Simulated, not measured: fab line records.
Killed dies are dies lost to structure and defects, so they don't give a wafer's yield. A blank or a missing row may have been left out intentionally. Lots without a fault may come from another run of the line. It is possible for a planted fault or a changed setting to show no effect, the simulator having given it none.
Which tool is to blame? || flow berkeleyCmos170 || 21 wafers from 7 lots sampled at 2 of the route's 331 steps

== WHAT EACH GAUGE READ, for each wafer ==
UCB170_SDANNEAL_RS_MEAS_02: the measuring method here is four-point-probe.
{"lot": "L186", "measured": "day 7 10:34", "on": "filmMetro-01", "PSD_RS (ohm/sq)": "75.26 75.30 75.05"}
{"lot": "L189", "measured": "day 8 07:33", "on": "filmMetro-02", "PSD_RS (ohm/sq)": "75.69 75.71 76.02"}
{"lot": "L191", "measured": "day 8 08:01", "on": "filmMetro-01", "PSD_RS (ohm/sq)": "75.07 75.15 75.51"}
{"lot": "L192", "measured": "day 8 17:14", "on": "filmMetro-02", "PSD_RS (ohm/sq)": "75.20 75.24 75.40"}
{"lot": "L194", "measured": "day 9 04:44", "on": "filmMetro-04", "PSD_RS (ohm/sq)": "75.45 75.69 75.32"}
{"lot": "L195", "measured": "day 9 08:10", "on": "filmMetro-02", "PSD_RS (ohm/sq)": "- - -"}
{"lot": "L205", "measured": "day 10 19:58", "on": "filmMetro-02", "PSD_RS (ohm/sq)": "75.44 75.42 75.59"}

== WHICH TOOL RAN EACH LOT (tool, then ch and the chambers of the sampled wafers, then the start) ==
{"lot": "L186", "UCB170_PSD_IMPLANT_08": "implanter-04 ch 0, day 7 05:35"}
{"lot": "L189", "UCB170_PSD_IMPLANT_08": "implanter-04 ch 0, day 8 04:06"}
{"lot": "L191", "UCB170_PSD_IMPLANT_08": "implanter-03 ch 0, day 8 04:28"}
{"lot": "L192", "UCB170_PSD_IMPLANT_08": "implanter-03 ch 0, day 8 12:20"}
{"lot": "L194", "UCB170_PSD_IMPLANT_08": "implanter-02 ch 0, day 9 00:21"}
{"lot": "L195", "UCB170_PSD_IMPLANT_08": "implanter-03 ch 0, day 9 05:04"}
{"lot": "L205", "UCB170_PSD_IMPLANT_08": "implanter-04 ch 0, day 10 15:55"}
- UCB170_PSD_IMPLANT_08

== THE ANSWER, worked out from the rows above alone ==
Rule: what is usual is taken from the lots themselves. The widest of any qualifying gaps counts: lots, ordered by their means at a reading, are off when they make up no more than a third of the lots, leave a main group of 4 or more, and stand apart from it by 3 or more times the standard deviation of that group's means. A main group whose means are all the same, to the digits that the tables above print for the reading, isn't used. A lot without any number at a reading at which 4 lots or more have one is off too. Any other lot the step has rows for is counted as sound.
Off: L195, seen at UCB170_SDANNEAL_RS_MEAS_02 (PSD_RS). Without a number there: L195. Mean 75.42 ohm/sq and standard deviation 0.21 in the main group.
A tool fits if, at a process step before that reading, it ran every lot that is off, and no sound lot after the first of them. Those tools and the gauges at UCB170_SDANNEAL_RS_MEAS_02 are tried in the same way. One candidate fits, namely implanter-03 at UCB170_PSD_IMPLANT_08. Its last sound lot is L192 (day 8 12:20), its first lot that is off L195 (day 9 05:04): a fault that began between those two fits.

== WHAT THE SIMULATOR PUT IN ==
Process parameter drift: implanter-03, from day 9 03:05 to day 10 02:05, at UCB170_PSD_IMPLANT_08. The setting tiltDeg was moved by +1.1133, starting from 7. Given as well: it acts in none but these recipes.
Lots struck among those shown: L195. The rule above reached the same finding.
